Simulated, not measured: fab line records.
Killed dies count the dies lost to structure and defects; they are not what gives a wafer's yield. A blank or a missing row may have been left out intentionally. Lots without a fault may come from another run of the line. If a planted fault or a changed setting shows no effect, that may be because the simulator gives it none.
Matching of chambers || flow berkeley-cmos170 || rie-diel-01 running UCB170_ACTIVE_ETCH_15: 4 sister chambers
The step etches Si3N4 in CH3F/Ar/O2, stops on SiO2, target depth 242 nm, time 151 s. 16 wafers are shown with their chamber, then 8 later ones without.

WAFERS PAIRED WITH THEIR CHAMBERS
{"wafer": "L212.2", "chamber": 3, "throttle-valve-pct (%)": 8.23, "oes-product-au (a.u.)": 0.961}
{"wafer": "L212.3", "chamber": 1, "throttle-valve-pct (%)": 8.08, "oes-product-au (a.u.)": 0.927}
{"wafer": "L212.5", "chamber": 0, "throttle-valve-pct (%)": 7.93, "oes-product-au (a.u.)": 0.947}
{"wafer": "L216.3", "chamber": 1, "throttle-valve-pct (%)": 8.08, "oes-product-au (a.u.)": 0.936}
{"wafer": "L216.5", "chamber": 1, "throttle-valve-pct (%)": 8.09, "oes-product-au (a.u.)": 0.931}
{"wafer": "L216.6", "chamber": 2, "throttle-valve-pct (%)": 8.15, "oes-product-au (a.u.)": 0.970}
{"wafer": "L217.1", "chamber": 3, "throttle-valve-pct (%)": 8.23, "oes-product-au (a.u.)": 0.955}
{"wafer": "L217.2", "chamber": 0, "throttle-valve-pct (%)": 7.96, "oes-product-au (a.u.)": 0.943}
{"wafer": "L217.3", "chamber": 1, "throttle-valve-pct (%)": 8.07, "oes-product-au (a.u.)": 0.939}
{"wafer": "L224.1", "chamber": 1, "throttle-valve-pct (%)": 8.08, "oes-product-au (a.u.)": 0.930}
{"wafer": "L224.3", "chamber": 0, "throttle-valve-pct (%)": 7.94, "oes-product-au (a.u.)": 0.960}
{"wafer": "L224.6", "chamber": 2, "throttle-valve-pct (%)": 8.14, "oes-product-au (a.u.)": 0.965}
{"wafer": "L227.2", "chamber": 3, "throttle-valve-pct (%)": 8.21, "oes-product-au (a.u.)": 0.966}
{"wafer": "L227.3", "chamber": 0, "throttle-valve-pct (%)": 7.95, "oes-product-au (a.u.)": 0.951}
{"wafer": "L227.6", "chamber": 3, "throttle-valve-pct (%)": 8.21, "oes-product-au (a.u.)": 0.965}
{"wafer": "L230.1", "chamber": 3, "throttle-valve-pct (%)": 8.23, "oes-product-au (a.u.)": 0.950}

SIGNATURES (means of the wafers above)
{"reading": "throttle-valve-pct", "chamber 0": 7.9450, "chamber 1": 8.0800, "chamber 2": 8.1450, "chamber 3": 8.2220, "scatter within a chamber": 0.0101}
{"reading": "oes-product-au", "chamber 0": 0.95025, "chamber 1": 0.93260, "chamber 2": 0.96750, "chamber 3": 0.95940, "scatter within a chamber": 0.00612}
Rule: for each reading, subtract the chamber's mean from the wafer's reading, divide by that reading's scatter and square the result; add these up over the readings and take the root, which gives the wafer's distance from the chamber. The wafer belongs to the nearest chamber; if the next one is less than 2 further off, it can't be placed. How the scatter is found: for the shown wafers, subtract from each reading the mean of its chamber, square and add these, divide the total by (wafers less chambers), then take the root.

WAFERS WHOSE CHAMBER IS MISSING
{"wafer": "L230.4", "throttle-valve-pct (%)": 8.24, "oes-product-au (a.u.)": 0.961}
{"wafer": "L230.6", "throttle-valve-pct (%)": 8.09, "oes-product-au (a.u.)": 0.927}
{"wafer": "L234.2", "throttle-valve-pct (%)": 7.94, "oes-product-au (a.u.)": 0.944}
{"wafer": "L234.3", "throttle-valve-pct (%)": 8.22, "oes-product-au (a.u.)": 0.952}
{"wafer": "L234.6", "throttle-valve-pct (%)": 7.96, "oes-product-au (a.u.)": 0.948}
{"wafer": "L232.1", "throttle-valve-pct (%)": 8.07, "oes-product-au (a.u.)": 0.931}
{"wafer": "L232.4", "throttle-valve-pct (%)": 8.08, "oes-product-au (a.u.)": 0.930}
{"wafer": "L232.6", "throttle-valve-pct (%)": 7.95, "oes-product-au (a.u.)": 0.945}

WHICH CHAMBER EACH WENT THROUGH
{"wafer": "L230.4", "from the rows above": 3, "in truth": 3}
{"wafer": "L230.6", "from the rows above": 1, "in truth": 1}
{"wafer": "L234.2", "from the rows above": 0, "in truth": 0}
{"wafer": "L234.3", "from the rows above": 3, "in truth": 3}
{"wafer": "L234.6", "from the rows above": 0, "in truth": 0}
{"wafer": "L232.1", "from the rows above": 1, "in truth": 1}
{"wafer": "L232.4", "from the rows above": 1, "in truth": 1}
{"wafer": "L232.6", "from the rows above": 0, "in truth": 0}
Correctly placed: 8 of 8. Can't be placed from these rows: 0. Placed wrongly: 0.
